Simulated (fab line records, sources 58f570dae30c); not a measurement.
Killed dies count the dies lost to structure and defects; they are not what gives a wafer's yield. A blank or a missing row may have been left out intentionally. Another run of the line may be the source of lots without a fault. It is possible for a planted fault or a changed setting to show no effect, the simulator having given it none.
Chamber matching / flow berkeley_cmos170 / UCB170_NWELL_ETCH_13 on rie_diel-01: 4 sister chambers
The step etches Si3N4 in CH3F/Ar/O2, stops on SiO2, target depth 246.4 nm, time 154 s. 8 wafers are shown with their chamber, then 7 later ones without.

== WAFERS, EACH WITH ITS CHAMBER ==
wafer=L296.4; chamber=0; throttle_valve_pct (%)=7.88; oes_product_au (a.u.)=0.921
wafer=L304.4; chamber=2; throttle_valve_pct (%)=8.12; oes_product_au (a.u.)=0.958
wafer=L304.5; chamber=0; throttle_valve_pct (%)=7.88; oes_product_au (a.u.)=0.922
wafer=L304.6; chamber=1; throttle_valve_pct (%)=8.04; oes_product_au (a.u.)=0.966
wafer=L306.5; chamber=2; throttle_valve_pct (%)=8.12; oes_product_au (a.u.)=0.957
wafer=L306.6; chamber=3; throttle_valve_pct (%)=8.03; oes_product_au (a.u.)=0.962
wafer=L307.3; chamber=3; throttle_valve_pct (%)=8.00; oes_product_au (a.u.)=0.946
wafer=L307.4; chamber=1; throttle_valve_pct (%)=8.05; oes_product_au (a.u.)=0.952

== WAFERS MISSING THEIR CHAMBER ==
wafer=L307.5; throttle_valve_pct (%)=8.14; oes_product_au (a.u.)=0.942
wafer=L308.3; throttle_valve_pct (%)=8.14; oes_product_au (a.u.)=0.948
wafer=L308.4; throttle_valve_pct (%)=8.02; oes_product_au (a.u.)=0.965
wafer=L308.5; throttle_valve_pct (%)=7.88; oes_product_au (a.u.)=0.928
wafer=L309.1; throttle_valve_pct (%)=8.03; oes_product_au (a.u.)=0.972
wafer=L309.4; throttle_valve_pct (%)=7.88; oes_product_au (a.u.)=0.941
wafer=L309.5; throttle_valve_pct (%)=7.87; oes_product_au (a.u.)=0.939

== CHAMBER TAKEN BY EACH ==
wafer=L307.5; from the rows above=2; in truth=2
wafer=L308.3; from the rows above=2; in truth=2
wafer=L308.4; from the rows above=can't be placed: 3 or 1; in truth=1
wafer=L308.5; from the rows above=0; in truth=0
wafer=L309.1; from the rows above=can't be placed: 1 or 3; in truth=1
wafer=L309.4; from the rows above=0; in truth=0
wafer=L309.5; from the rows above=0; in truth=0
Correctly placed: 5 of 7. Can't be placed from these rows: 2 (the true chamber is among the candidates in 2). Wrongly placed: 0.
How it was worked out, from the rows above alone: a wafer's distance from a chamber is the root of the sum, over the readings, of the square of ((its reading less the chamber's mean) divided by the reading's scatter). The wafer belongs to the nearest chamber; if the next one is less than 2 further off, it can't be placed. The mean given for a chamber averages the wafers shown for that chamber. The scatter: the root of (the sum of the squares of (reading less its chamber's mean) over the shown wafers, divided by (wafers less chambers)).
